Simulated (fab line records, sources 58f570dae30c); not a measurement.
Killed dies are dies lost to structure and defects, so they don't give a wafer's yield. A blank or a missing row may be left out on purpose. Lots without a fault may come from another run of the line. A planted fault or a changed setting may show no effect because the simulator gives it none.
A struck lot beside a sound one | flow berkeley_cmos170 | 12 steps out of a route of 331
Sound: wafers L772.1, L772.4, L772.6. Struck: wafers L778.1, L778.3, L778.5. The cause comes at the end.
At each step with rows: each side's tool, then ch and its chambers, then its first start. Under that, the readings that differ: sound wafers | struck wafers | difference of the means | sigmas: that difference in standard deviations of wafers without a fault.
alike: readings whose means differ by less than 2 such deviations, and words and numbers that are the same on both sides. not compared: withheld readings, readings that some wafer has no value for, bounds like >300 that may hide the same value, and numbers for which the record gives no deviation and whose values overlap.
The two part at a step that has a row with sigmas, a row that says differs or no value, or rows on one side only. Numbers that don't overlap but have no deviation are shown without sigmas and don't part them. A reading that every wafer of one side lacks parts them only if that side has two wafers or more.

UCB170_START_BOW_MEAS_00:
  sound on film_metro-02, day 4 03:00; struck on film_metro-02, day 5 09:00
  alike: INCOMING_BOW
then, 2 steps without rows for these wafers: UCB170_START_CLEAN_01 (cleans in dHF, time 60 s); UCB170_START_OXIDATION_02 (target thk 20 nm, ox time 1800 s).
UCB170_START_THK_MEAS_03:
  sound on film_metro-03, day 4 07:24; struck on film_metro-04, day 5 14:30
  alike: START_OXIDE_THK
then, 5 steps without rows for these wafers: UCB170_START_ANNEAL_04 (time 1200 s); UCB170_ZERO_HMDS_00 (prime time 60 s); UCB170_ZERO_COAT_01 (resist thk 900 nm); UCB170_ZERO_SOFTBAKE_02 (time 60 s); UCB170_ZERO_EXPOSE_03 (exposes mask PM MARKS, target cd 4000 nm).
UCB170_ZERO_PEB_04:
  sound on litho_track-04 ch 0, day 4 11:05; struck on litho_track-02 ch 0, day 5 18:52
  reading                  | sound                | struck               | difference | sigmas
  heater_power_total_W (W) | 56.85 56.83 56.82    | 67.78 67.65 67.75    | +10.89     | +99 or more
  plate_temp_C (C)         | 129.89 129.80 130.05 | 149.02 148.80 148.79 | +18.96     | +99 or more
then, 1 step without rows for these wafers: UCB170_ZERO_DEVELOP_05 (develop time 45 s).
-- the record jumps here: 6 days lie between the struck wafers' starts before and after (it left off in module ZERO and takes up again in module M3, whose first step shown is number 331 of the route) --
UCB170_M3_PROBE_99:
  the record has rows for the struck wafers here (prober-02, day 12 02:06) and none for the sound ones

WHERE THEY PART
First at UCB170_ZERO_PEB_04; last, within this record, at UCB170_M3_PROBE_99.

WHY: what the simulator had put in
Process parameter drift: litho_track-02, from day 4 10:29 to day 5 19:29, at UCB170_ZERO_PEB_04. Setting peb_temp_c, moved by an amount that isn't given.
